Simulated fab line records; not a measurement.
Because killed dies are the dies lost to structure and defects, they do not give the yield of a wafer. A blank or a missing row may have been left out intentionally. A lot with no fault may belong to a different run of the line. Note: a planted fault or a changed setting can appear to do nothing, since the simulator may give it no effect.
Split-lot experiment    flow berkeley_cmos170    on a route of 331 steps: 5 lots, 23 wafers read

== ABOUT THE SPLIT ==
At UCB170_PWELL_CVD_05 (deposits Si3N4 from SiH2Cl2/NH3, target thk 220 nm, time 3300 s), the setting nh3_flow_sccm was moved away from the recipe's 75 sccm on 20 of the 23 wafers read, by -14.2% to +11.3%. For the rest of the wafers, this setting stayed at what the recipe calls for.

== FROM THE SPLIT TO THE READING: what the file shows between them, 3 steps ==
- UCB170_PWELL_EXPOSE_10: exposes mask PWELL, target cd 3000 nm (also split here: dose_mj)
- UCB170_PWELL_PEB_11
- UCB170_PWELL_DEVELOP_12: develop time 45 s

== THE READING ==
oes_product_au, in a.u., at UCB170_PWELL_ETCH_14 (etches Si3N4 in CH3F/Ar/O2, stops on SiO2, target depth 242 nm, time 151 s). Typical for fault-free wafers on this fab line: 0.947 a.u., with standard deviation 0.012 a.u.

wafer   tool, chamber at the split  nh3_flow_sccm as run, sccm  against the recipe  oes_product_au, a.u.  against lot-mates on the recipe
L074.1  -, -                        83.1                        +10.8%              0.989                 no lot-mate on the recipe
L074.2  -, -                        83.1                        +10.8%              1.004                 no lot-mate on the recipe
L074.3  -, -                        83.1                        +10.8%              0.975                 no lot-mate on the recipe
L074.4  -, -                        83.1                        +10.8%              0.987                 no lot-mate on the recipe
L074.6  -, -                        83.1                        +10.8%              0.971                 no lot-mate on the recipe
L075.1  -, -                        72.08                       -3.9%               0.915                 no lot-mate on the recipe
L075.2  -, -                        72.08                       -3.9%               0.932                 no lot-mate on the recipe
L075.3  -, -                        72.08                       -3.9%               0.942                 no lot-mate on the recipe
L075.4  -, -                        72.08                       -3.9%               0.920                 no lot-mate on the recipe
L075.6  -, -                        72.08                       -3.9%               0.920                 no lot-mate on the recipe
L077.1  -, -                        64.35                       -14.2%              0.887                 no lot-mate on the recipe
L077.2  -, -                        64.35                       -14.2%              0.904                 no lot-mate on the recipe
L077.3  -, -                        64.35                       -14.2%              0.894                 no lot-mate on the recipe
L077.4  -, -                        64.35                       -14.2%              0.873                 no lot-mate on the recipe
L077.6  -, -                        64.35                       -14.2%              0.886                 no lot-mate on the recipe
L084.1  -, -                        83.45                       +11.3%              0.990                 no lot-mate on the recipe
L084.2  -, -                        83.45                       +11.3%              0.963                 no lot-mate on the recipe
L084.3  -, -                        83.45                       +11.3%              0.976                 no lot-mate on the recipe
L084.4  -, -                        83.45                       +11.3%              1.004                 no lot-mate on the recipe
L084.5  -, -                        83.45                       +11.3%              0.978                 no lot-mate on the recipe
L085.4  lpcvd-02, 1                 75                          recipe              0.952                 -
L085.5  lpcvd-02, 1                 75                          recipe              0.959                 -
L085.6  lpcvd-02, 1                 75                          recipe              0.942                 -

THE FIT
A straight line over all 23 wafers: oes_product_au changes by +0.00377 a.u. for each +1% of nh3_flow_sccm; r = +0.96; the points scatter about the line by 0.012 a.u.
Too few moved wafers have a lot-mate on the recipe to fit a line with each lot's own level taken away.

== THE FILE'S OWN FIT ==
oes_product_au changes by +0.00377 a.u. for each +1% of nh3_flow_sccm, r = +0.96.
